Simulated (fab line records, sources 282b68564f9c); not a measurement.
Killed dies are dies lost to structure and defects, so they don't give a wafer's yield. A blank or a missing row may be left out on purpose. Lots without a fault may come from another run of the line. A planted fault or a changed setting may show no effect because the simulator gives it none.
Which tool did it? | flow rit_cmos | 14 lots, 42 wafers sampled, at 5 steps of a route of 202

WHAT THE GAUGES READ, wafer by wafer
RIT_ACTIVE_BOW_MEAS_00. Usual: INCOMING_BOW -1 um, standard deviation 6.8.
lot  | measured    | on            | INCOMING_BOW (um) | flag
L133 | day 1 10:01 | film_metro-02 | -1 6 4            |
L134 | day 1 15:00 | film_metro-03 | 0 0 4             |
L135 | day 1 20:00 | film_metro-02 | 6 8 0             |
L136 | day 2 01:00 | film_metro-03 | 4 -8 -4           |
L138 | day 2 11:02 | film_metro-02 | 1 -3 -1           |
L140 | day 2 21:01 | film_metro-01 | 6 -20 13          |
L141 | day 3 02:00 | film_metro-01 | 3 -7 2            |
L143 | day 3 12:00 | film_metro-03 | -7 1 1            |
L144 | day 3 17:00 | film_metro-03 | -4 11 14          |
L145 | day 3 22:00 | film_metro-03 | 1 -7 20           |
L146 | day 4 03:02 | film_metro-03 | 5 -11 -10         |
L147 | day 4 08:02 | film_metro-02 | -1 -2 -1          |
L154 | day 5 19:00 | film_metro-03 | 5 -2 -6           |
L156 | day 6 05:01 | film_metro-03 | -2 2 -3           |

RIT_FOX1_THK_MEAS_01. Usual: FOX1_OXIDE_THK 352 nm, standard deviation 7.4.
lot  | measured    | on            | FOX1_OXIDE_THK (nm) | flag
L133 | day 1 17:14 | film_metro-04 | 345 346 349         |
L134 | day 1 22:07 | film_metro-02 | 346 343 346         |
L135 | day 2 02:50 | film_metro-01 | 346 342 348         |
L136 | day 2 08:41 | film_metro-01 | 369 362 369         |
L138 | day 2 17:50 | film_metro-04 | 363 358 360         |
L140 | day 3 04:58 | film_metro-01 | 355 347 349         |
L141 | day 3 10:13 | film_metro-04 | 351 348 350         |
L143 | day 3 19:51 | film_metro-01 | 350 350 346         |
L144 | day 4 00:01 | film_metro-04 | 360 352 352         |
L145 | day 4 05:16 | film_metro-04 | 339 341 343         |
L146 | day 4 09:50 | film_metro-02 | 345 343 343         |
L147 | day 4 14:58 | film_metro-01 | 350 350 351         |
L154 | day 6 03:49 | film_metro-04 | 363 364 359         |
L156 | day 6 14:16 | film_metro-01 | 360 362 367         |

RIT_SDANNEAL_RS_MEAS_04: measures by four-point-probe. Usual: PSD_RS 115.95 ohm/sq, standard deviation 0.26.
lot  | measured    | on            | PSD_RS (ohm/sq)                           | flag
L133 | day 3 01:27 | film_metro-02 | 115.77 116.07 116.21                      |
L134 | day 3 07:05 | film_metro-01 | 115.99 116.00 115.90                      |
L135 | day 3 13:08 | film_metro-03 | 116.05 115.82 115.73                      |
L136 | day 3 17:52 | film_metro-01 | 116.09 116.12 116.78                      |
L138 | day 4 03:16 | film_metro-01 | 115.66 115.57 115.74                      |
L140 | day 4 15:20 | film_metro-01 | 116.04 115.89 115.86                      |
L141 | day 4 17:55 | film_metro-03 | 116.34 115.93 115.77                      |
L143 | day 5 04:14 | film_metro-03 | 116.18 115.79 115.88                      |
L144 | day 5 10:43 | film_metro-02 | 115.88 116.22 116.21                      |
L145 | day 5 13:40 | film_metro-01 | 115.38 116.01 115.90                      |
L146 | day 5 18:28 | film_metro-01 | 115.57 115.93 115.74                      |
L147 | day 6 01:26 | film_metro-03 | 115.92 116.20 115.85                      |
L154 | day 7 14:23 | film_metro-02 | 114.46 114.41 114.88 114.58 114.43 114.53 | OFF
L156 | day 8 03:22 | film_metro-01 | 114.86 114.43 114.68 115.15 114.57 114.64 | OFF

RIT_M1_CD_MEAS_90: target cd 2600 nm. Usual: cd_nm 2600.3 nm, standard deviation 2.6.
lot  | measured    | on        | cd_nm (nm)           | flag
L133 | day 3 07:19 | cd_sem-01 | 2600.1 2603.1 2604.4 |
L134 | day 3 12:54 | cd_sem-01 | 2597.4 2598.0 2597.1 |
L135 | day 3 18:50 | cd_sem-01 | 2602.9 2598.8 2600.3 |
L136 | day 3 23:45 | cd_sem-02 | 2594.9 2603.1 2597.2 |
L138 | day 4 09:18 | cd_sem-01 | 2602.6 2601.0 2603.1 |
L140 | day 4 21:10 | cd_sem-01 | 2597.9 2597.8 2602.3 |
L141 | day 4 23:39 | cd_sem-02 | 2597.0 2597.7 2602.5 |
L143 | day 5 09:49 | cd_sem-02 | 2597.9 2597.2 2598.1 |
L144 | day 5 16:47 | cd_sem-01 | 2600.2 2599.8 2600.4 |
L145 | day 5 19:17 | cd_sem-02 | 2602.4 2601.2 2599.8 |
L146 | day 6 00:19 | cd_sem-02 | 2597.9 2597.6 2599.1 |
L147 | day 6 06:56 | cd_sem-02 | 2601.8 2601.6 2604.3 |
L154 | day 8 00:13 | cd_sem-01 | 2598.1 2603.2 2598.0 |

WHICH TOOL RAN EACH LOT (tool, then ch and the chambers of the sampled wafers, then the start)
lot  | RIT_PSD_IMPLANT_08
L133 | implanter-03 ch 0, day 3 00:35
L134 | implanter-04 ch 0, day 3 05:52
L135 | implanter-03 ch 0, day 3 11:55
L136 | implanter-03 ch 0, day 3 17:02
L138 | implanter-03 ch 0, day 4 02:15
L140 | implanter-04 ch 0, day 4 14:31
L141 | implanter-04 ch 0, day 4 17:05
L143 | implanter-04 ch 0, day 5 03:25
L144 | implanter-02 ch 0, day 5 09:53
L145 | implanter-04 ch 0, day 5 12:48
L146 | implanter-04 ch 0, day 5 17:40
L147 | implanter-04 ch 0, day 6 00:38
L154 | implanter-03 ch 0, day 7 13:34
L156 | implanter-03 ch 0, day 8 02:34
- RIT_PSD_IMPLANT_08

WHAT THE TOOLS THEMSELVES READ (means of the sampled wafers that have a number; where no wafer has one, the mark that the record gives instead)
RIT_PSD_IMPLANT_08. Usual: beam_energy_keV 27.001, standard deviation 0.0075; end_station_pressure_torr 1.36e-05 Torr, standard deviation 1.3e-06.
lot  | tool         | beam_energy_keV | end_station_pressure_torr (Torr) | flag
L133 | implanter-03 | 27.002          | 1.43e-05                         |
L134 | implanter-04 | 27.005          | 1.23e-05                         |
L135 | implanter-03 | 26.999          | 1.40e-05                         |
L136 | implanter-03 | 26.996          | 1.53e-05                         |
L138 | implanter-03 | 26.991          | 1.43e-05                         |
L140 | implanter-04 | 27.005          | 1.15e-05                         |
L141 | implanter-04 | 27.000          | 1.28e-05                         |
L143 | implanter-04 | 26.999          | 1.24e-05                         |
L144 | implanter-02 | 26.998          | 1.40e-05                         |
L145 | implanter-04 | 26.999          | 1.16e-05                         |
L146 | implanter-04 | 27.006          | 1.27e-05                         |
L147 | implanter-04 | 26.995          | 1.17e-05                         |
L154 | implanter-03 | 27.600          | 1.41e-05                         | OFF
L156 | implanter-03 | 27.591          | 1.47e-05                         | OFF

THE ANSWER, worked out from the rows above alone
Rule: a lot is off if the mean of its wafers that have a number lies more than 3 standard deviations from the usual mean. A lot without any number at a reading at which 4 lots or more have one is off too. The other lots that the step has rows for count as sound. The gauges are gone through in route order, then the tools' own readings, and for those a lot's mean is taken as printed above. The first step at which some lot is off is used, and at that step the reading that is off furthest; a lot without a number counts as furthest.
Off: L154, L156, at RIT_SDANNEAL_RS_MEAS_04 (PSD_RS).
A tool fits if, at a process step before that reading, it ran every lot that is off, and no sound lot after the first of them. The gauges at RIT_SDANNEAL_RS_MEAS_04 aren't tried: what is off there is off at RIT_PSD_IMPLANT_08 too, on other tools, and a gauge's error can't cause that. One fits: implanter-03 at RIT_PSD_IMPLANT_08. Its last sound lot is L138 (day 4 02:15), its first lot that is off L154 (day 7 13:34): a fault that began between those two fits.
The tool's own readings at RIT_PSD_IMPLANT_08 bear it out: on the lots that are off they differ by more than 5 times the standard deviation of the sound lots' means. beam_energy_keV reads 27.596 there against 27.000 on the sound lots.

WHAT THE SIMULATOR HAD PUT IN
Process parameter drift: implanter-03, from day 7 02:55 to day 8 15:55, at RIT_PSD_IMPLANT_08. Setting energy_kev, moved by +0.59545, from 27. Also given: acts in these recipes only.
Lots struck among those shown: L154, L156. The rule above found the same.
